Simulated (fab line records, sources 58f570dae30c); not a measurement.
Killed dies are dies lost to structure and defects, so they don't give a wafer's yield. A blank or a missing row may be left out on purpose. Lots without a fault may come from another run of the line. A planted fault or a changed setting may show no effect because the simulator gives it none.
A struck lot beside a sound one | flow berkeley_cmos170 | 14 steps out of a route of 331
Sound: wafers L577.4, L577.5, L577.6. Struck: wafers L574.3, L574.5, L574.6. The cause comes at the end.
At each step with rows: each side's tool, then ch and its chambers, then its first start. Under that, the readings that differ: sound wafers | struck wafers | difference of the means | sigmas: that difference in standard deviations of wafers without a fault.
alike: readings whose means differ by less than 2 such deviations, and words and numbers that are the same on both sides. not compared: withheld readings, readings that some wafer has no value for, bounds like >300 that may hide the same value, and numbers for which the record gives no deviation and whose values overlap.
The two part at a step that has a row with sigmas, a row that says differs or no value, or rows on one side only. Numbers that don't overlap but have no deviation are shown without sigmas and don't part them. A reading that every wafer of one side lacks parts them only if that side has two wafers or more.

first, 1 step without rows for these wafers: UCB170_START_OXIDATION_02 (target thk 20 nm, ox time 1800 s).
UCB170_START_THK_MEAS_03:
  sound on film_metro-02, day 5 03:42; struck on film_metro-02, day 4 13:19
  alike: START_OXIDE_THK
then, 7 steps without rows for these wafers: UCB170_START_ANNEAL_04 (time 1200 s); UCB170_ZERO_HMDS_00 (prime time 60 s); UCB170_ZERO_COAT_01 (resist thk 900 nm); UCB170_ZERO_SOFTBAKE_02 (time 60 s); UCB170_ZERO_EXPOSE_03 (exposes mask PM MARKS, target cd 4000 nm); UCB170_ZERO_PEB_04; UCB170_ZERO_DEVELOP_05 (develop time 45 s).
UCB170_ZERO_ETCH_06: etches SiO2 in CHF3/CF4/Ar, time 12 s.
  sound on rie_diel-02 ch 1,2,3, day 5 09:47; struck on rie_diel-03 ch 0,1, day 4 19:03
  alike: cf4_flow_sccm, drypump_motor_current_A, oes_product_au, rf_fwd_power_W, throttle_valve_pct
  not compared: rf_hours_counter_h
UCB170_ZERO_STRIP_07: strips in O2.
  sound on plasma_asher-02 ch 0,1, day 5 09:50; struck on plasma_asher-04 ch 0,1, day 4 19:06
  alike: drypump_motor_current_A, oes_product_au, strip_time_to_endpoint_s
  not compared: rf_hours_counter_h
then, 1 step without rows for these wafers: UCB170_NWELL_WET_ETCH_00 (etches SiO2 in dHF, time 200 s).
UCB170_NWELL_OXIDATION_01: target thk 26.4 nm, ox time 1260 s.
  sound on furnace-03 ch 0, day 5 12:06; struck on furnace-04, day 4 22:25
  no value came back on the struck wafers for ox_temp_c (C), ox_temp_c_max, ox_time_s (s), tube_center_temp_C_max; on the sound wafers ox_temp_c (C) reads 1000.3 1000.2 1000.0
then, 1 step without rows for these wafers: UCB170_NWELL_ANNEAL_03 (time 900 s).

WHERE THEY PART
Only at UCB170_NWELL_OXIDATION_01, within this record.

WHY: what the simulator had put in
Skipped step whole: furnace-04, from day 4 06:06 on, at UCB170_NWELL_OXIDATION_01. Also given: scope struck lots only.
